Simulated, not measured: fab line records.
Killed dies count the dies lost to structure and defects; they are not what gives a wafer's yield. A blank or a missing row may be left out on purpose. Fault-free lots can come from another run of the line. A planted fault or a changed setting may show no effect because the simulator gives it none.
Struck lot and sound lot, side by side | flow rit cmos | 21 out of 202 route steps
Sound: the wafers L575.1, L575.3, L575.4. The struck wafers were L584.2, L584.5, L584.6. The cause is named last.
Order at every step that has rows: each side's tool, ch and its chambers, its first start. Under that, the readings that differ: sound wafers | struck wafers | difference of the means | sigmas: that difference in standard deviations of wafers without a fault.
alike: a reading whose means differ by less than 2 such deviations, as well as words and numbers matching on both sides. not compared: withheld readings; readings where some wafer has no value; bounds like >300 that might hide an equal value; numbers whose values overlap and for which the record gives no deviation.
The two part at a step that has a row with sigmas, a row that says differs or no value, or rows on one side only. Numbers that don't overlap but have no deviation are shown without sigmas and don't part them. A reading that every wafer of one side lacks parts them only if that side has two wafers or more.

first, 2 steps without rows for these wafers: RIT_NSD_HARDBAKE_07 (time 60 s); RIT_NSD_IMPLANT_08.
RIT_NSD_STRIP_09: strips in O2, time 180 s.
  sound on plasma asher-03 ch 0,1, day 3 09:42; struck on plasma asher-04 ch 0,1, day 5 09:04
  alike: drypump motor current A
  not compared: rf hours counter h
RIT_NSD_TW_MEAS_10:
  sound on film metro-04 at day 3 09:53; struck on film metro-03 at day 5 09:15
  alike: NSD_TW
then, 6 steps without rows for these wafers: RIT_PSD_HMDS_00 (prime time 60 s); RIT_PSD_COAT_01 (resist thk 1000 nm); RIT_PSD_SOFTBAKE_02 (time 60 s); RIT_PSD_EXPOSE_03 (exposes mask M10, target cd 40900 nm); RIT_PSD_PEB_04; RIT_PSD_DEVELOP_05 (develop time 50 s).
RIT_PSD_OVL_MEAS_06:
  sound on overlay-01 at day 3 10:55; struck on overlay-01 at day 5 10:10
  alike: PSD_OVL
then, 1 step without rows for these wafers: RIT_PSD_HARDBAKE_07 (time 60 s).
RIT_PSD_IMPLANT_08:
  sound on implanter-02 ch 0, day 3 11:06; struck on implanter-02 ch 0, day 5 10:22
  reading                          | sound                      | struck                        | difference | sigmas
  beam on s (s)                    | 12.9 12.7 13.0             | 17.2 17.8 17.2                | +4.5       | +6
  end station pressure torr (Torr) | 1.31e-05 1.34e-05 1.32e-05 | 0.0001029 0.0001055 0.0001048 | +0.0000912 | +99 or more
  faraday current uA               | 11854 12045 11752          | 9329 8965 9327                | -2677      | -4
RIT_PSD_STRIP_09: strips in O2, time 180 s.
  sound on plasma asher-02 ch 0,1, day 3 11:15; struck on plasma asher-01 ch 0,1, day 5 10:29
  alike: drypump motor current A
  not compared: rf hours counter h
RIT_PSD_TW_MEAS_10:
  sound on film metro-03 at day 3 11:26; struck on film metro-03 at day 5 10:40
  reading | sound          | struck         | difference | sigmas
  PSD_TW  | 3450 3457 3457 | 3517 3532 3518 | +68        | +3
then, 3 steps without rows for these wafers: RIT_SDANNEAL_CLEAN_00 (cleans in SC1, time 600 s); RIT_SDANNEAL_CLEAN_01 (cleans in dHF, time 30 s); RIT_SDANNEAL_CLEAN_02 (cleans in SC2, time 600 s).
RIT_SDANNEAL_RTA_03: time 5 s.
  sound on rtp anneal-02 ch 0, day 3 11:52; struck on rtp anneal-01 ch 0, day 5 11:06
  alike: anneal temp c max, wafer_temp_C_max
RIT_SDANNEAL_RS_MEAS_04: a four-point-probe measurement.
  sound on film metro-04 at day 3 11:56; struck on film metro-02 at day 5 11:10
  reading         | sound                | struck               | difference | sigmas
  PSD_RS (ohm/sq) | 115.67 115.64 115.78 | 112.73 112.19 112.35 | -3.27      | -11
RIT_SDANNEAL_RS_MEAS_05: a four-point-probe measurement.
  sound on film metro-04 at day 3 12:03; struck on film metro-02 at day 5 11:17
  alike: NSD_RS

## WHERE THEY PART
Last at RIT_SDANNEAL_RS_MEAS_04 as far as this record goes, first at RIT_PSD_IMPLANT_08. Later steps at which nothing parts them and some readings are alike: RIT_SDANNEAL_RS_MEAS_05.

WHY: what had been put in by the simulator
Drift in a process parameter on implanter-02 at RIT_PSD_IMPLANT_08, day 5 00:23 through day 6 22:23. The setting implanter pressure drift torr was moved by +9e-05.
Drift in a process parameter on implanter-02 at RIT_PSD_IMPLANT_08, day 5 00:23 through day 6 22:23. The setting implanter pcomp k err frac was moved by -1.
